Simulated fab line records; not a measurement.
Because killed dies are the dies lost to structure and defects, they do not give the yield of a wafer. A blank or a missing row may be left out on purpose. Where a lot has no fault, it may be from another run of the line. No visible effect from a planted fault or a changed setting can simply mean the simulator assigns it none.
fab line records | flow rit-cmos
record lots=6 wafers=18 last-day=7
route steps=202 shown GATE@79 FOX2@80 M1@202
lots that met no fault: from a run of the same line without faults
start-h: hours from the record's first day to the start of the lot's first wafer shown | wait-h: time in hours since the lot's previous step | " identical to the entry in the row above | L1.1+2: several wafers, shown together as one row | - value missing, or start not given | * or withheld: withheld | < > ~ a bound
route shown NAME@n: NAME is a module with steps in the file, n the number in the route of the first one | usual: mean/standard deviation taken from wafers without a fault | same: alike in all rows | chamber/n: place in a boat | sites: the reading at each site | _std_site: the values' standard deviation | _edge_site: mean of outer sites minus mean of inner sites | radius-mm: for every site, how far away it sits from the centre of the wafer | mask NAME#n: copy n | behind: the most recent tool/chamber to have shaped the wafer | hold: why the lot was held/for how many hours/how that ended | device: which transistor (n, p or np) failed to switch | end of line: at the end of the route, the tests of the same wafers | a step with no rows: only its recipe | killed: at the first sort, the dies lost to defects and structure; wafer yield is something else | map: per-die view of a wafer (x killed, . not killed, _ where there is no die)
set.NAME: setting as actually run; set.NAME@STEP: the setting as run at that earlier step | model.NAME: the simulator's own value behind a step, which no gauge read
certain route steps with their lots: each step a table, each wafer a row
services: when a tool's chamber went out of use (start-h, in hours from the record's first day, below 0 if earlier), for how many hours, and the reason
## steps
# step RIT_GATE_CLEAN_04
# recipe chemistry=dHF dilution=50:1 time-s=60 dry=n2-spin
# step RIT_FOX2_THK_MEAS_91
# recipe reads=SiO2_of_FOX2_OXIDATION_00
# usual FIELD_OXIDE_LEFT_2_THK=253/8.2
# columns lot.wafer tool chamber start-h wait-h FIELD_OXIDE_LEFT_2_THK[nm]
L229.1 film-metro-02 - 48.53 0.0 244
L229.4 " - " " 246
L229.6 " - " " 244
L234.1 film-metro-02 - 73.98 0.0 265
L234.3 " - " " 273
L234.6 " - " " 272
L236.1 film-metro-01 - 88.39 0.0 251
L236.5 " - " " 256
L236.6 " - " " 250
L237.1 film-metro-02 - 92.60 0.0 242
L237.3 " - " " 239
L237.4 " - " " 247
L239.1 film-metro-01 - 99.27 0.0 252
L239.3 " - " " 255
L239.6 " - " " 256
L249.1 film-metro-03 - 147.57 0.0 242
L249.2 " - " " 245
L249.3 " - " " 246
# step RIT_GATE_OXIDATION_05
# recipe temp-c=900 ambient=O2 target-thk-a=30 ox-time-s=270
# step RIT_GATE_ANNEAL_06
# recipe temp-c=900 time-s=600 ambient=N2O
# step RIT_GATE_THK_MEAS_07
# recipe reads=SiO2_of_GATE_OXIDATION_05
# usual GATE_OXIDE_THK=2.99/0.054
# columns lot.wafer tool chamber start-h wait-h GATE_OXIDE_THK[nm]
L229.1 film-metro-01 - 49.91 0.0 3.08
L229.4 " - " " 2.96
L229.6 " - " " 3.07
L234.1 film-metro-02 - 76.63 0.0 2.98
L234.3 " - " " 2.99
L234.6 " - " " 3.00
L236.1 film-metro-03 - 92.18 0.0 2.92
L236.5 " - " " 2.97
L236.6 " - " " 2.92
L237.1 film-metro-01 - 94.82 0.0 3.06
L237.3 " - " " 3.04
L237.4 " - " " 3.05
L239.1 film-metro-01 - 103.56 0.0 3.05
L239.3 " - " " 3.00
L239.6 " - " " 3.01
L249.1 film-metro-02 - 150.18 0.0 2.92
L249.2 " - " " 2.92
L249.3 " - " " 2.93
# step RIT_GATE_CVD_08
# recipe material=poly-Si target-thk-nm=250 temp-c=610 precursor=SiH4 time-s=2220 pressure-mtorr=300 sih4-flow-sccm=100
# step RIT_GATE_THK_MEAS_09
# recipe reads=poly-Si_of_GATE_CVD_08
# usual GATE_POLY_THK=250.5/2.6
# columns lot.wafer tool chamber start-h wait-h GATE_POLY_THK[nm]
L229.1 film-metro-01 - 52.50 0.0 249.5
L229.4 " - " " 250.0
L229.6 " - " " 251.6
L234.1 film-metro-02 - 79.11 0.0 248.2
L234.3 " - " " 247.7
L234.6 " - " " 250.5
L236.1 film-metro-02 - 93.86 0.0 253.1
L236.5 " - " " 251.9
L236.6 " - " " 253.1
L237.1 film-metro-02 - 97.31 0.0 247.9
L237.3 " - " " 246.4
L237.4 " - " " 246.8
L239.1 film-metro-01 - 105.52 0.0 253.1
L239.3 " - " " 250.4
L239.6 " - " " 252.5
L249.1 film-metro-02 - 152.67 0.0 248.9
L249.2 " - " " 245.5
L249.3 " - " " 245.5
# step RIT_GATE_HMDS_10
# recipe prime-time-s=60 prime-temp-c=140
# step RIT_GATE_COAT_11
# recipe resist=NOVOLAK spin-rpm=4332 resist-thk-nm=850
# step RIT_GATE_SOFTBAKE_12
# recipe resist=NOVOLAK temp-c=90 time-s=60
# step RIT_GATE_EXPOSE_13
# recipe mask-id=M6 na=0.6 source-shape=conventional sigma-outer=0.6 target-cd-nm=150 dose-mj=380
# step RIT_GATE_PEB_14
# recipe resist=NOVOLAK temp-c=withheld time-s=withheld
# step RIT_GATE_DEVELOP_15
# recipe resist=NOVOLAK develop-time-s=50 dev-temp-c=23
# usual developer-temp-C=23.01/0.1
# columns lot.wafer tool chamber start-h wait-h developer-temp-C
L229.1 litho-track-01 0 53 - 23.17
L229.4 " 0 " " 22.98
L229.6 " 0 " " 23.11
L234.1 litho-track-04 0 79 - 22.98
L234.3 " 0 " " 23.01
L234.6 " 0 " " 23.12
L236.1 litho-track-04 0 94 - 20.83
L236.5 " 0 " " 20.59
L236.6 " 0 " " 20.64
L237.1 litho-track-04 0 98 - 20.78
L237.3 " 0 " " 20.65
L237.4 " 0 " " 20.78
L239.1 litho-track-03 0 106 - 23.20
L239.3 " 0 " " 22.99
L239.6 " 0 " " 23.14
L249.1 litho-track-01 0 153 - 23.01
L249.2 " 0 " " 23.09
L249.3 " 0 " " 22.92
# step RIT_GATE_OVL_MEAS_17
# usual GATE_OVL=-0.7/1.6
# columns lot.wafer tool chamber start-h wait-h GATE_OVL[nm]
L229.1 overlay-02 - 53.61 0.1 1.0
L229.4 " - " " 0.9
L229.6 " - " " 3.6
L234.1 overlay-02 - 80.14 0.1 0.8
L234.3 " - " " -1.3
L234.6 " - " " -2.3
L236.1 overlay-02 - 95.01 0.1 0.7
L236.5 " - " " -0.4
L236.6 " - " " -1.9
L237.1 overlay-01 - 98.34 0.1 -5.7
L237.3 " - " " -2.7
L237.4 " - " " -2.5
L239.1 overlay-02 - 106.75 0.1 0.7
L239.3 " - " " -1.0
L239.6 " - " " -0.4
L249.1 overlay-01 - 153.70 0.1 0.3
L249.2 " - " " -2.3
L249.3 " - " " 0.1
# step RIT_GATE_HARDBAKE_18
# recipe resist=NOVOLAK temp-c=140 time-s=60
# step RIT_GATE_ETCH_19
# recipe chemistry=SF6/CHF3/O2 time-s=165 SF6_flow_sccm=30 CHF3_flow_sccm=30 O2_flow_sccm=5 target=poly-Si pressure-mtorr=40 rf-w=160 target-depth-a=3125 over-etch-frac=0.25 stop-on=SiO2
# usual drypump-motor-current-A=5.7/0.46 he-backside-leak-sccm=2.62/0.24 oes-product-au=0.840/0.013 throttle-valve-pct=10.21/0.16
# same over-etch-frac=0.25 time-s=165
# columns lot.wafer tool chamber start-h wait-h drypump-motor-current-A he-backside-leak-sccm oes-product-au rf-hours-counter-h throttle-valve-pct model.GATE.cd-nm
L229.1 rie-si-02 1 53.79 0.1 5.9 2.82 0.827 0 10.36 149.2
L229.4 " 2 " " 5.6 2.89 0.828 34 10.27 149.2
L229.6 " 1 " " 5.9 2.86 0.829 - 10.36 149.6
L234.1 rie-si-01 3 80.33 0.1 5.0 2.61 0.821 46 10.18 146.8
L234.3 " 0 " " 5.7 2.53 0.835 76 10.01 147.9
L234.6 " 0 " " 5.7 2.37 0.860 - 10.02 147.2
L236.1 rie-si-01 2 95.20 0.1 5.4 2.45 0.861 0 10.34 134.2
L236.5 " 0 " " 5.7 2.42 0.863 - 10.03 135
L236.6 " 1 " " 5.7 2.79 0.829 - 9.99 135.4
L237.1 rie-si-02 2 98.60 0.1 5.6 2.88 0.817 34 10.27 131.7
L237.3 " 3 " " 5.4 2.75 0.836 49 10.19 -
L237.4 " 0 " " 6.7 2.50 0.845 4 10.45 131.7
L239.1 rie-si-02 3 106.94 0.1 5.4 2.63 0.839 49 10.19 148.8
L239.3 " 1 " " 5.9 2.89 0.831 0 10.37 152.6
L239.6 " 2 " " 5.6 2.84 0.841 - 10.30 149
L249.1 rie-si-02 2 153.88 0.1 5.6 2.76 0.826 35 10.27 149.5
L249.2 " 1 " " 5.9 2.71 0.828 1 10.35 147
L249.3 " 3 " " 5.4 2.65 0.828 50 10.18 148.7
# step RIT_GATE_STRIP_20
# recipe chemistry=O2 time-s=180 resist=NOVOLAK platen-temp-c=withheld power-w=500 pressure-mtorr=4000 o2-flow-sccm=4000
# usual drypump-motor-current-A=5.7/0.44 o2-flow-sccm=4000/11
# same time-s=180
# columns lot.wafer tool chamber start-h wait-h drypump-motor-current-A o2-flow-sccm rf-hours-counter-h
L229.1 plasma-asher-02 0 53.90 0.1 6.4 3977 40
L229.4 " 0 " " 6.4 3984 -
L229.6 " 1 " " 5.4 4001 -
L234.1 plasma-asher-01 0 80.44 0.1 5.4 4021 44
L234.3 " 0 " " 5.4 3996 -
L234.6 " 0 " " 5.4 4003 -
L236.1 plasma-asher-01 0 95.31 0.1 5.4 4013 45
L236.5 " 0 " " 5.4 3999 -
L236.6 " 1 " " 5.5 3992 -
L237.1 plasma-asher-02 0 98.71 0.1 6.4 4014 44
L237.3 " 1 " " 5.5 4018 -
L237.4 " 0 " " 6.4 3989 -
L239.1 plasma-asher-01 0 107.04 0.1 5.4 4022 47
L239.3 " 1 " " 5.4 3984 -
L239.6 " 0 " " 5.4 4004 -
L249.1 plasma-asher-01 0 153.99 0.1 5.4 3991 4
L249.2 " 1 " " 5.4 4001 4
L249.3 " 1 " " 5.5 4000 -
# step RIT_M1_PROBE_99
# usual killed_at_M0_to_M3=0.0/0.14 killed-at-contacts=0.1/0.34 killed-at-front-end=6.6/2.7 killed-dies=6.7/2.7 killed-open=3.5/1.9 killed-short=3.1/1.8
# same gross-dies=264 killed_at_M4_up=0 killed-at-back-side=0 killed-at-other=0
# columns lot.wafer tool chamber start-h wait-h killed_at_M0_to_M3 killed-at-contacts killed-at-front-end killed-dies killed-open killed-short model.etest.pmos_0p3.r-on-ohm-um model.etest.pmos-turned.r-on-ohm-um model.etest.pmos_0p15.r-on-ohm-um model.etest.nmos_0p3.r-on-ohm-um model.etest.nmos_0p15.r-on-ohm-um model.etest.nmos_0p15.drive-ua-um model.etest.pmos_0p15.drive-ua-um model.etest.npoly-line.line-ohm-um
L229.1 prober-02 - 73.60 0.1 0 0 5 5 1 4 6598 3741 2930 2218 1183 453.8 239.2 167.8
L229.4 prober-02 - 73.75 0.2 0 0 7 7 4 3 6448 3721 2956 2232 1215 457.9 243.4 166.8
L229.6 prober-02 - 73.85 0.2 0 0 5 5 2 3 6640 3847 3013 2240 1221 441.6 234.6 169.3
L234.1 prober-01 - 101.52 0.1 0 0 9 9 5 4 6398 3746 2893 2188 1193 465.1 248.5 171.9
L234.3 prober-01 - 101.62 0.2 0 0 8 8 3 5 6432 3642 2852 2175 1125 465.6 245.8 169.3
L234.6 prober-01 - 101.77 0.2 0 0 6 6 4 2 6614 3742 2917 2234 1185 460.4 244.6 171.6
L236.1 prober-01 - 114.95 0.1 0 0 18 18 7 7 5761 3078 2356 1999 989.2 550.5 308.2 201
L236.5 prober-01 - 115.15 0.2 0 0 8 8 0 8 5835 3138 2404 2030 1013 539.5 298.9 197.5
L236.6 prober-01 - 115.20 0.2 0 0 5 5 5 0 5899 3196 2453 2045 1054 536.5 297.9 198.4
L237.1 prober-02 - 119.96 0.1 0 0 9 9 3 3 6265 3388 2558 2150 1071 520.6 284.3 208.6
L237.3 prober-02 - 120.06 0.2 0 1 15 16 8 2 6162 3352 2545 2121 1082 516.3 284.4 203.7
L237.4 prober-02 - 120.11 0.2 0 0 11 11 5 3 6069 3256 2481 2093 1046 533.5 293.8 208.1
L239.1 prober-02 - 127.64 0.1 1 0 8 9 4 5 6428 3682 2896 2232 1178 452.5 243.9 167.3
L239.3 prober-02 - 127.74 0.2 0 0 13 13 7 6 6473 3764 2968 2212 1191 436 234.7 161.3
L239.6 prober-02 - 127.89 0.2 0 0 9 9 7 2 6438 3722 2925 2256 1185 445.7 241.6 170.7
L249.1 prober-02 - 175.07 0.1 0 0 6 6 3 3 6262 3573 2807 2250 1247 451.4 253.4 167.7
L249.2 prober-02 - 175.12 0.1 0 0 5 5 4 1 6174 3431 2736 2195 1174 465.9 262.4 172
L249.3 prober-02 - 175.17 0.2 0 1 9 10 5 5 6215 3446 2764 2196 1203 462.5 261.2 169
# killed by level:class
L229.1 SILICIDE:geometric-particle:short=2 GATE:geometric-particle:short=1 REOX:geometric-particle:short=1 SILICIDE:geometric-particle:open=1
L229.4 REOX:geometric-particle:open=3 FOX1:geometric-particle:short=2 GATE:geometric-particle:open=1 GATE:geometric-particle:short=1
L229.6 FOX1:geometric-particle:open=1 FOX1:geometric-particle:short=1 FOX2:geometric-particle:short=1 GATE:geometric-particle:open=1 SILICIDE:geometric-particle:short=1
L234.1 SPACER:geometric-particle:open=3 GATE:geometric-particle:short=2 FOX1:geometric-particle:open=1 FOX1:geometric-particle:short=1 REOX:geometric-particle:open=1 SPACER:geometric-particle:short=1
L234.3 GATE:geometric-particle:short=3 REOX:geometric-particle:open=2 FOX1:geometric-particle:short=1 GATE:geometric-particle:open=1 REOX:geometric-particle:short=1
L234.6 GATE:geometric-particle:open=2 FOX1:geometric-particle:short=1 FOX1:geometric-particle:open=1 GATE:geometric-particle:short=1 SILICIDE:geometric-particle:open=1
L236.1 GATE:geometric-particle:short=5 GATE:geometric-particle:open=4 GATE:area-develop=4 FOX2:geometric-particle:short=1 REOX:geometric-particle:open=1 SPACER:geometric-particle:short=1 SPACER:geometric-particle:open=1 SILICIDE:geometric-particle:open=1
L236.5 SILICIDE:geometric-particle:short=4 GATE:geometric-particle:short=2 FOX2:geometric-particle:short=1 SPACER:geometric-particle:short=1
L236.6 GATE:geometric-particle:open=2 REOX:geometric-particle:open=1 SPACER:geometric-particle:open=1 SILICIDE:geometric-particle:open=1
L237.1 GATE:area-develop=3 REOX:geometric-particle:short=2 GATE:geometric-particle:short=1 GATE:geometric-particle:open=1 REOX:geometric-particle:open=1 SILICIDE:geometric-particle:open=1
L237.3 GATE:area-develop=6 FOX1:geometric-particle:open=2 FOX1:geometric-particle:short=2 GATE:geometric-particle:open=2 ACTIVE:geometric-particle:open=1 REOX:geometric-particle:open=1 SILICIDE:geometric-particle:open=1 CONTACT:geometric-particle:open=1
L237.4 GATE:area-develop=3 GATE:geometric-particle:open=2 SPACER:geometric-particle:short=2 SILICIDE:geometric-particle:open=2 GATE:geometric-particle:short=1 SPACER:geometric-particle:open=1
L239.1 GATE:geometric-particle:open=3 GATE:geometric-particle:short=2 FOX2:geometric-particle:short=1 SPACER:geometric-particle:open=1 SILICIDE:geometric-particle:short=1 M1:geometric-particle:short=1
L239.3 GATE:geometric-particle:short=3 SILICIDE:geometric-particle:open=3 GATE:geometric-particle:open=2 REOX:geometric-particle:open=2 REOX:geometric-particle:short=1 SPACER:geometric-particle:short=1 SILICIDE:geometric-particle:short=1
L239.6 GATE:geometric-particle:open=3 SPACER:geometric-particle:open=3 REOX:geometric-particle:short=2 SILICIDE:geometric-particle:open=1
L249.1 GATE:geometric-particle:open=3 REOX:geometric-particle:short=2 GATE:geometric-particle:short=1
L249.2 SILICIDE:geometric-particle:open=2 GATE:geometric-particle:open=1 SPACER:geometric-particle:open=1 SPACER:geometric-particle:short=1
L249.3 SILICIDE:geometric-particle:short=3 FOX1:geometric-particle:short=1 GATE:geometric-particle:short=1 GATE:geometric-particle:open=1 REOX:geometric-particle:open=1 SPACER:geometric-particle:open=1 SILICIDE:geometric-particle:open=1 CONTACT:geometric-particle:open=1
## services
# columns tool chamber start-h hours kind
rie-si-01 2 36.80 - clean
rie-si-01 2 36.80 32.7 scheduled-down
rie-si-01 2 36.80 32.7 vent-cycle
rie-si-01 0 65.01 3.8 repair
rie-si-01 3 91.23 8.8 repair
plasma-asher-01 - 105.73 1.2 repair
plasma-asher-01 - 108.75 9.0 pm
plasma-asher-01 0 108.75 9.0 vent-cycle
plasma-asher-01 1 108.75 9.0 vent-cycle
plasma-asher-01 0 117.75 - clean
plasma-asher-01 1 117.75 - clean
rie-si-02 3 149.43 3.9 repair
## key
first-sign step=RIT_GATE_DEVELOP_15 reading=developer-temp-C direction=down sigmas=23 usual=* struck=*
effect step=RIT_M1_PROBE_99 reading=killed-dies direction=up sigmas=1.6 usual=6.7 struck=11.2 wafers-moved=2
model-effect step=RIT_GATE_ETCH_19 value=GATE.cd-nm without=146.5 struck=133.6
model-effect step=RIT_M1_PROBE_99 value=etest.pmos_0p3.r-on-ohm-um without=6309 struck=5999
met-at RIT_GATE_DEVELOP_15
struck-wafers L236.1,L236.5,L236.6,L237.1,L237.3,L237.4
tester-left-out L236,L237
loop-trim step=RIT_GATE_EXPOSE_13 setting=dose lots=L237
onset-between 79 94
fault kind=process-parameter-drift tool=litho-track-04 chamber=- onset-h=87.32 steps=RIT_GATE_DEVELOP_15 channel=dev-temp-c offset=* shape=step end-h=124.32 acts-in=* stated=*
# tester-left-out: of these lots the tester's yield and bins aren't shown, on N5 and GAA mostly nor the transistor test; their killed dies are dies lost to structure and defects alone, not to doping, threshold or leakage, so they don't give the yield
# loop-trim: a control loop set the setting to another value than it would have without faults
